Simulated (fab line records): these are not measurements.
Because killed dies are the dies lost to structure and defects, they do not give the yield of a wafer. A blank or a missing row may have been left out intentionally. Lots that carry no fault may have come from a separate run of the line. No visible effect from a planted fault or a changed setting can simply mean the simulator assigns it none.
Which tool is to blame? || flow ritCmos || 42 wafers from 14 lots sampled at 2 of the route's 202 steps

WHAT THE GAUGES SHOWED, per wafer
RIT_M1_CD_MEAS_09: the cd target is 2600 nm.
{"lot": "L543", "measured": "day 3 18:37", "on": "cdSem-01", "cdNm (nm)": "2602.2 2601.7 2601.7"}
{"lot": "L544", "measured": "day 3 21:48", "on": "cdSem-01", "cdNm (nm)": "2598.4 2597.8 2599.8"}
{"lot": "L548", "measured": "day 4 19:44", "on": "cdSem-01", "cdNm (nm)": "2600.4 2597.5 2598.3"}
{"lot": "L549", "measured": "day 5 02:40", "on": "cdSem-01", "cdNm (nm)": "2600.5 2602.0 2601.1"}
{"lot": "L550", "measured": "day 5 06:37", "on": "cdSem-02", "cdNm (nm)": "2598.8 2602.1 2600.8"}
{"lot": "L551", "measured": "day 5 10:10", "on": "cdSem-01", "cdNm (nm)": "2601.9 2600.2 2602.5"}
{"lot": "L552", "measured": "day 5 16:10", "on": "cdSem-02", "cdNm (nm)": "2603.3 2605.6 2604.9"}
{"lot": "L553", "measured": "day 5 19:02", "on": "cdSem-02", "cdNm (nm)": "2600.8 2604.1 2600.9"}
{"lot": "L554", "measured": "day 6 00:08", "on": "cdSem-01", "cdNm (nm)": "2603.5 2605.1 2606.3"}
{"lot": "L555", "measured": "day 6 03:28", "on": "cdSem-01", "cdNm (nm)": "2601.5 2599.6 2601.7"}
{"lot": "L556", "measured": "day 6 10:37", "on": "cdSem-01", "cdNm (nm)": "2601.5 2604.8 2604.9"}
{"lot": "L557", "measured": "day 6 15:31", "on": "cdSem-02", "cdNm (nm)": "2596.8 2596.1 2593.7"}
{"lot": "L562", "measured": "day 7 12:00", "on": "cdSem-02", "cdNm (nm)": "2591.6 2590.0 2591.6"}
{"lot": "L565", "measured": "day 8 06:24", "on": "cdSem-02", "cdNm (nm)": "2600.7 2599.6 2601.7"}

WHAT TOOL EACH LOT RAN ON (gives the tool, then ch and the chambers of the sampled wafers, and finally the start)
{"lot": "L543", "RIT_M1_COAT_04": "lithoTrack-02 ch 0, day 3 17:46"}
{"lot": "L544", "RIT_M1_COAT_04": "lithoTrack-04 ch 0, day 3 21:03"}
{"lot": "L548", "RIT_M1_COAT_04": "lithoTrack-02 ch 0, day 4 19:01"}
{"lot": "L549", "RIT_M1_COAT_04": "lithoTrack-01 ch 0, day 5 01:49"}
{"lot": "L550", "RIT_M1_COAT_04": "lithoTrack-04 ch 0, day 5 05:49"}
{"lot": "L551", "RIT_M1_COAT_04": "lithoTrack-04 ch 0, day 5 09:19"}
{"lot": "L552", "RIT_M1_COAT_04": "lithoTrack-02 ch 0, day 5 15:19"}
{"lot": "L553", "RIT_M1_COAT_04": "lithoTrack-02 ch 0, day 5 18:19"}
{"lot": "L554", "RIT_M1_COAT_04": "lithoTrack-04 ch 0, day 5 23:17"}
{"lot": "L555", "RIT_M1_COAT_04": "lithoTrack-02 ch 0, day 6 02:44"}
{"lot": "L556", "RIT_M1_COAT_04": "lithoTrack-04 ch 0, day 6 09:46"}
{"lot": "L557", "RIT_M1_COAT_04": "lithoTrack-04 ch 0, day 6 14:47"}
{"lot": "L562", "RIT_M1_COAT_04": "lithoTrack-04 ch 0, day 7 11:09"}
{"lot": "L565", "RIT_M1_COAT_04": "lithoTrack-02 ch 0, day 8 05:40"}
- RIT_M1_COAT_04: resist thk 1300 nm.

WHAT THE TOOLS THEMSELVES READ (means of the sampled wafers that have a number; where no wafer has one, the mark that the record gives instead)
RIT_M1_COAT_04.
{"lot": "L543", "tool": "lithoTrack-02", "dispensePressureKPa (kPa)": 48.1, "resistLineTempC (C)": 23.06}
{"lot": "L544", "tool": "lithoTrack-04", "dispensePressureKPa (kPa)": 53.3, "resistLineTempC (C)": 23.05}
{"lot": "L548", "tool": "lithoTrack-02", "dispensePressureKPa (kPa)": 48.1, "resistLineTempC (C)": 22.99}
{"lot": "L549", "tool": "lithoTrack-01", "dispensePressureKPa (kPa)": 49.4, "resistLineTempC (C)": 22.87}
{"lot": "L550", "tool": "lithoTrack-04", "dispensePressureKPa (kPa)": 53.3, "resistLineTempC (C)": 22.95}
{"lot": "L551", "tool": "lithoTrack-04", "dispensePressureKPa (kPa)": 53.3, "resistLineTempC (C)": 22.93}
{"lot": "L552", "tool": "lithoTrack-02", "dispensePressureKPa (kPa)": 48.1, "resistLineTempC (C)": 22.94}
{"lot": "L553", "tool": "lithoTrack-02", "dispensePressureKPa (kPa)": 48.2, "resistLineTempC (C)": 23.09}
{"lot": "L554", "tool": "lithoTrack-04", "dispensePressureKPa (kPa)": 53.3, "resistLineTempC (C)": 23.12}
{"lot": "L555", "tool": "lithoTrack-02", "dispensePressureKPa (kPa)": 48.1, "resistLineTempC (C)": 22.97}
{"lot": "L556", "tool": "lithoTrack-04", "dispensePressureKPa (kPa)": 53.3, "resistLineTempC (C)": 22.85}
{"lot": "L557", "tool": "lithoTrack-04", "dispensePressureKPa (kPa)": 53.3, "resistLineTempC (C)": 22.99}
{"lot": "L562", "tool": "lithoTrack-04", "dispensePressureKPa (kPa)": 53.3, "resistLineTempC (C)": 23.03}
{"lot": "L565", "tool": "lithoTrack-02", "dispensePressureKPa (kPa)": 48.1, "resistLineTempC (C)": 23.06}

THE ANSWER, worked out from the rows above alone
Rule: what is usual is taken from the lots themselves. Put in order of their means at a reading, lots are off if they are a third of the lots or fewer, leave a main group of 4 or more, and stand apart from it by a gap of 3 or more times the standard deviation of the main group's means; of several such gaps the widest counts. A main group is skipped when, at the precision printed for the reading in the tables above, its means are all equal. A lot without any number at a reading at which 4 lots or more have one is off too. Where the step has rows for the other lots, those lots are counted as sound. First the gauges in route order, then the tools' own readings, where a lot's mean is used as printed above. The first step at which some lot is off is used, and at that step the reading that is off furthest; a lot without a number counts as furthest.
No lot is off on any of the readings shown, so nothing can be concluded from this.

WHAT THE SIMULATOR HAD PUT IN
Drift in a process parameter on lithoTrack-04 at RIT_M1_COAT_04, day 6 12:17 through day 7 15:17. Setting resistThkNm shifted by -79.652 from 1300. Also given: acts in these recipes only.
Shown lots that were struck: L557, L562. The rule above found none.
